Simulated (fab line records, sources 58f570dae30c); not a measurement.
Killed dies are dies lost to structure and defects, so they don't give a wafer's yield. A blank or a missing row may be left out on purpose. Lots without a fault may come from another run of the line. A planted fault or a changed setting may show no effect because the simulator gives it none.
A struck lot beside a sound one | flow berkeley_cmos170 | 23 steps out of a route of 331
Sound: wafers L625.3, L625.5, L625.6. Struck: wafers L633.1, L633.3, L633.6. The cause comes at the end.
At each step with rows: each side's tool, then ch and its chambers, then its first start. Under that, the readings that differ: sound wafers | struck wafers | difference of the means | sigmas: that difference in standard deviations of wafers without a fault.
alike: readings whose means differ by less than 2 such deviations, and words and numbers that are the same on both sides. not compared: withheld readings, readings that some wafer has no value for, bounds like >300 that may hide the same value, and numbers for which the record gives no deviation and whose values overlap.
The two part at a step that has a row with sigmas, a row that says differs or no value, or rows on one side only. Numbers that don't overlap but have no deviation are shown without sigmas and don't part them. A reading that every wafer of one side lacks parts them only if that side has two wafers or more.

first, 2 steps without rows for these wafers: UCB170_PLDD_PEB_04; UCB170_PLDD_DEVELOP_05 (develop time 45 s).
UCB170_PLDD_CD_MEAS_06: target cd 1200 nm.
  sound on cd_sem-02, day 8 04:34; struck on cd_sem-02, day 9 09:13
  alike: cd_nm
UCB170_PLDD_OVL_MEAS_07:
  sound on overlay-01, day 8 04:40; struck on overlay-02, day 9 09:21
  alike: PLDD_OVL
then, 2 steps without rows for these wafers: UCB170_PLDD_IMPLANT_08; UCB170_PLDD_IMPLANT_09.
UCB170_PLDD_STRIP_10: strips in O2.
  sound on plasma_asher-02 ch 0,1, day 8 05:01; struck on plasma_asher-04 ch 0,1, day 9 09:41
  alike: drypump_motor_current_A, o2_flow_sccm, oes_product_au, strip_time_to_endpoint_s
  not compared: rf_hours_counter_h
UCB170_PLDD_TW_MEAS_11:
  sound on film_metro-04, day 8 05:06; struck on film_metro-04, day 9 09:47
  alike: PLDD_TW
then, 4 steps without rows for these wafers: UCB170_PLDD_CLEAN_12 (cleans in SPM, time 600 s); UCB170_NLDD_HMDS_00 (prime time 60 s); UCB170_NLDD_COAT_01 (resist thk 900 nm); UCB170_NLDD_SOFTBAKE_02 (time 60 s).
UCB170_NLDD_EXPOSE_03: exposes mask NSELECT, target cd 1200 nm.
  sound on krf_scanner-02 ch 0, day 8 06:08; struck on krf_scanner-01 ch 0, day 9 10:59
  reading | sound                         | struck                        | difference | sigmas
  mask    | NSELECT#0 NSELECT#0 NSELECT#0 | PSELECT#0 PSELECT#0 PSELECT#0 | differs    |
then, 2 steps without rows for these wafers: UCB170_NLDD_PEB_04; UCB170_NLDD_DEVELOP_05 (develop time 45 s).
UCB170_NLDD_CD_MEAS_06: target cd 1200 nm.
  sound on cd_sem-02, day 8 06:32; struck on cd_sem-02, day 9 11:25
  reading    | sound                | struck | difference                    | sigmas
  cd_nm (nm) | 1199.2 1199.0 1198.9 | - - -  | no value on the struck wafers |
UCB170_NLDD_OVL_MEAS_07:
  sound on overlay-01, day 8 06:38; struck on overlay-01, day 9 11:32
  reading       | sound  | struck | difference                    | sigmas
  NLDD_OVL (nm) | -2 8 9 | - - -  | no value on the struck wafers |
then, 2 steps without rows for these wafers: UCB170_NLDD_IMPLANT_08; UCB170_NLDD_IMPLANT_09.
UCB170_NLDD_STRIP_10: strips in O2.
  sound on plasma_asher-04 ch 0,1, day 8 06:59; struck on plasma_asher-01 ch 1, day 9 11:52
  reading                      | sound             | struck            | difference | sigmas
  strip_time_to_endpoint_s (s) | 21.57 21.63 21.55 | 21.76 21.69 21.71 | +0.14      | +2
  alike: drypump_motor_current_A, o2_flow_sccm, oes_product_au
  not compared: rf_hours_counter_h
UCB170_NLDD_TW_MEAS_11:
  sound on film_metro-03, day 8 07:04; struck on film_metro-02, day 9 11:58
  reading | sound          | struck   | difference | sigmas
  NLDD_TW | 2204 2224 2208 | 30 30 30 | -2182      | -99 or more
then, 1 step without rows for these wafers: UCB170_NLDD_CLEAN_12 (cleans in SPM, time 600 s).
UCB170_M3_PROBE_99:
  the record has rows for the struck wafers here (prober-01, day 10 21:16) and none for the sound ones

WHERE THEY PART
First at UCB170_NLDD_EXPOSE_03; last, within this record, at UCB170_M3_PROBE_99.

WHY: what the simulator had put in
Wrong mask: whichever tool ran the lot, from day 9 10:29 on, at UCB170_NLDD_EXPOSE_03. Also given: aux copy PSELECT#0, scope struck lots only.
